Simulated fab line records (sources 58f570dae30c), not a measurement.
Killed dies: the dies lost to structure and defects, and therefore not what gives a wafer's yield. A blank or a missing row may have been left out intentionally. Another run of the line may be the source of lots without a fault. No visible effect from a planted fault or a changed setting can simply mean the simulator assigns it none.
Which of the tools did it? + flow berkeley-cmos170 + 45 wafers sampled from 15 lots at 1 step of a route of 331

## WHAT THE GAUGES SHOWED, per wafer
Not one reading of a measure or inspect step in the record can be checked against a usual standard deviation.

## WHAT TOOL EACH LOT RAN ON (gives the tool, then ch and the chambers of the sampled wafers, and finally the start)
| lot  | UCB170_CONTACT_DEVELOP_14         |
|------|-----------------------------------|
| L329 | litho-track-03 ch 0, day 6 10:00  |
| L330 | litho-track-03 ch 0, day 6 23:00  |
| L332 | litho-track-01 ch 0, day 7 10:00  |
| L333 | litho-track-01 ch 0, day 7 11:00  |
| L331 | litho-track-01 ch 0, day 7 12:00  |
| L338 | litho-track-04 ch 0, day 8 21:00  |
| L341 | litho-track-03, day 10 09:00      |
| L343 | litho-track-01, day 10 15:00      |
| L345 | litho-track-01 ch 0, day 10 15:00 |
| L346 | litho-track-04 ch 0, day 10 15:00 |
| L342 | litho-track-03, day 10 15:00      |
| L344 | litho-track-01 ch 0, day 10 15:00 |
| L349 | litho-track-01 ch 0, day 11 15:00 |
| L350 | litho-track-01 ch 0, day 11 17:00 |
| L351 | litho-track-03 ch 0, day 11 18:00 |
- UCB170_CONTACT_DEVELOP_14: develop time 45 s.

## WHAT THE TOOLS THEMSELVES READ (means of the sampled wafers that have a number; where no wafer has one, the mark that the record gives instead)
UCB170_CONTACT_DEVELOP_14.
| lot  | tool           | chill-plate-temp-C (C) |
|------|----------------|------------------------|
| L329 | litho-track-03 | 23.12                  |
| L330 | litho-track-03 | 23.11                  |
| L332 | litho-track-01 | 22.90                  |
| L333 | litho-track-01 | 23.10                  |
| L331 | litho-track-01 | 22.88                  |
| L338 | litho-track-04 | 22.99                  |
| L341 | litho-track-03 | -                      |
| L343 | litho-track-01 | -                      |
| L345 | litho-track-01 | 22.97                  |
| L346 | litho-track-04 | 22.85                  |
| L342 | litho-track-03 | -                      |
| L344 | litho-track-01 | 23.21                  |
| L349 | litho-track-01 | 22.94                  |
| L350 | litho-track-01 | 22.98                  |
| L351 | litho-track-03 | 22.89                  |

## THE ANSWER, worked out from the rows above alone
Rule: the usual values come from the lots themselves. The widest of any qualifying gaps counts: lots, ordered by their means at a reading, are off when they make up no more than a third of the lots, leave a main group of 4 or more, and stand apart from it by 3 or more times the standard deviation of that group's means. Not used: any main group whose means are identical at the precision the tables above print for the reading. Also off: a lot with no number at a reading for which 4 or more lots have one. Any other lot the step has rows for is counted as sound. Order of review: gauges by route order, followed by the tools' own readings, for which a lot's mean as printed above is used. At the first step where some lot is off, the reading lying furthest off is the one used; lots without a number count as furthest.
Off: L341, L343, L342 (UCB170_CONTACT_DEVELOP_14, chill-plate-temp-C). Without a number there: L341, L343, L342. Main group: mean 23.00 C, sd 0.11.
If a tool, at that step or one of the process steps before it, ran each lot that is off and ran no sound lot following the first of them, it fits. No candidate that was tried fits.

## WHAT THE SIMULATOR HAD PUT IN
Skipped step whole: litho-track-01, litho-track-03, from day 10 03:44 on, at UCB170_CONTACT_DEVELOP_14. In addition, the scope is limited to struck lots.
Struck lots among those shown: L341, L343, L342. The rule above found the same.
